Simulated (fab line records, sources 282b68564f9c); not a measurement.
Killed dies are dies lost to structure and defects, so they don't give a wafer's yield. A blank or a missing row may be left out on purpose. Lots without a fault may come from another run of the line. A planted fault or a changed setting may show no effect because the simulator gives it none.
A struck lot beside a sound one | flow rit_cmos | 34 steps out of a route of 202
Sound: wafers L898.2, L898.4, L898.5. Struck: wafers L889.2, L889.4, L889.5. The cause comes at the end.
At each step with rows: each side's tool, then ch and its chambers, then its first start. Under that, the readings that differ: sound wafers | struck wafers | difference of the means | sigmas: that difference in standard deviations of wafers without a fault.
alike: readings whose means differ by less than 2 such deviations, and words and numbers that are the same on both sides. not compared: withheld readings, readings that some wafer has no value for, bounds like >300 that may hide the same value, and numbers for which the record gives no deviation and whose values overlap.
The two part at a step that has a row with sigmas, a row that says differs or no value, or rows on one side only. Numbers that don't overlap but have no deviation are shown without sigmas and don't part them. A reading that every wafer of one side lacks parts them only if that side has two wafers or more.

RIT_PLDD_OVL_MEAS_06:
  sound on overlay-01, day 5 16:56; struck on overlay-01, day 3 19:08
  alike: PLDD_OVL
then, 2 steps without rows for these wafers: RIT_PLDD_HARDBAKE_07 (time 60 s); RIT_PLDD_IMPLANT_08.
RIT_PLDD_STRIP_09: strips in O2, time 180 s.
  sound on plasma_asher-01 ch 0,1, day 5 17:16; struck on plasma_asher-01 ch 1, day 3 19:28
  alike: drypump_motor_current_A
  not compared: rf_hours_counter_h
RIT_PLDD_TW_MEAS_10:
  sound on film_metro-03, day 5 17:28; struck on film_metro-04, day 3 19:39
  reading | sound          | struck         | difference | sigmas
  PLDD_TW | 2334 2333 2333 | 2368 2373 2364 | +35        | +2
then, 4 steps without rows for these wafers: RIT_SPACER_CLEAN_00 (cleans in SC1, time 600 s); RIT_SPACER_CLEAN_01 (cleans in dHF, time 30 s); RIT_SPACER_CLEAN_02 (cleans in SC2, time 600 s); RIT_SPACER_CVD_03 (deposits Si3N4 from SiH2Cl2/NH3, target thk 250 nm, time 3300 s).
RIT_SPACER_THK_MEAS_04:
  sound on film_metro-04, day 5 20:29; struck on film_metro-04, day 3 21:59
  alike: SPACER_NITRIDE_THK
RIT_SPACER_ETCHBACK_05: etches Si3N4 in SF6/CHF3, stops on SiO2, target depth 250 nm, time 240 s.
  sound on rie_diel-04 ch 0,1,3, day 5 20:32; struck on rie_diel-01 ch 1,3, day 3 22:02
  alike: drypump_motor_current_A, oes_product_au, throttle_valve_pct
  not compared: rf_hours_counter_h
then, 1 step without rows for these wafers: RIT_NSD_HMDS_00 (prime time 60 s).
RIT_NSD_COAT_01: resist thk 1000 nm.
  sound on litho_track-03 ch 0, day 5 20:52; struck on litho_track-03, day 3 22:22
  no value came back on the struck wafers for chill_plate_temp_C (C), dispense_pressure_kPa (kPa), exhaust_pa (Pa); on the sound wafers chill_plate_temp_C (C) reads 22.99 23.19 23.04
then, 4 steps without rows for these wafers: RIT_NSD_SOFTBAKE_02 (time 60 s); RIT_NSD_EXPOSE_03 (exposes mask M9, target cd 40700 nm); RIT_NSD_PEB_04; RIT_NSD_DEVELOP_05 (develop time 50 s).
RIT_NSD_OVL_MEAS_06:
  sound on overlay-01, day 5 21:37; struck on overlay-02, day 3 23:10
  reading      | sound          | struck | difference                    | sigmas
  NSD_OVL (nm) | -3.4 -3.1 -2.8 | - - -  | no value on the struck wafers |
then, 2 steps without rows for these wafers: RIT_NSD_HARDBAKE_07 (time 60 s); RIT_NSD_IMPLANT_08.
RIT_NSD_STRIP_09: strips in O2, time 180 s.
  sound on plasma_asher-04 ch 0,1, day 5 21:57; struck on plasma_asher-01 ch 0,1, day 3 23:30
  alike: drypump_motor_current_A
  not compared: rf_hours_counter_h
RIT_NSD_TW_MEAS_10:
  sound on film_metro-04, day 5 22:08; struck on film_metro-04, day 3 23:41
  alike: NSD_TW
then, 6 steps without rows for these wafers: RIT_PSD_HMDS_00 (prime time 60 s); RIT_PSD_COAT_01 (resist thk 1000 nm); RIT_PSD_SOFTBAKE_02 (time 60 s); RIT_PSD_EXPOSE_03 (exposes mask M10, target cd 40900 nm); RIT_PSD_PEB_04; RIT_PSD_DEVELOP_05 (develop time 50 s).
RIT_PSD_OVL_MEAS_06:
  sound on overlay-01, day 5 23:10; struck on overlay-02, day 4 00:44
  alike: PSD_OVL
then, 2 steps without rows for these wafers: RIT_PSD_HARDBAKE_07 (time 60 s); RIT_PSD_IMPLANT_08.
RIT_PSD_STRIP_09: strips in O2, time 180 s.
  sound on plasma_asher-02 ch 0,1, day 5 23:29; struck on plasma_asher-04 ch 1, day 4 01:04
  alike: drypump_motor_current_A
  not compared: rf_hours_counter_h
RIT_PSD_TW_MEAS_10:
  sound on film_metro-04, day 5 23:41; struck on film_metro-01, day 4 01:28
  reading | sound          | struck         | difference | sigmas
  PSD_TW  | 3480 3465 3470 | 3642 3623 3622 | +157       | +6
  not compared: hold
RIT_M1_PROBE_99:
  sound on prober-01, day 6 09:59; struck on prober-01, day 4 11:49
  reading             | sound | struck                                                               | difference                   | sigmas
  hold                | - - - | await_dispo/5.0h/scrap await_dispo/5.0h/scrap await_dispo/5.0h/scrap | no value on the sound wafers |
  killed_at_front_end | 5 3 5 | 264 264 264                                                          | +260                         | +87
  killed_dies         | 5 3 5 | 264 264 264                                                          | +260                         | +87
  killed_on_rim       | 2 2 2 | 70 70 70                                                             | +68                          | +45
  alike: killed_at_contacts, killed_open, killed_short

WHERE THEY PART
First at RIT_PLDD_TW_MEAS_10; last, within this record, at RIT_M1_PROBE_99.

WHY: what the simulator had put in
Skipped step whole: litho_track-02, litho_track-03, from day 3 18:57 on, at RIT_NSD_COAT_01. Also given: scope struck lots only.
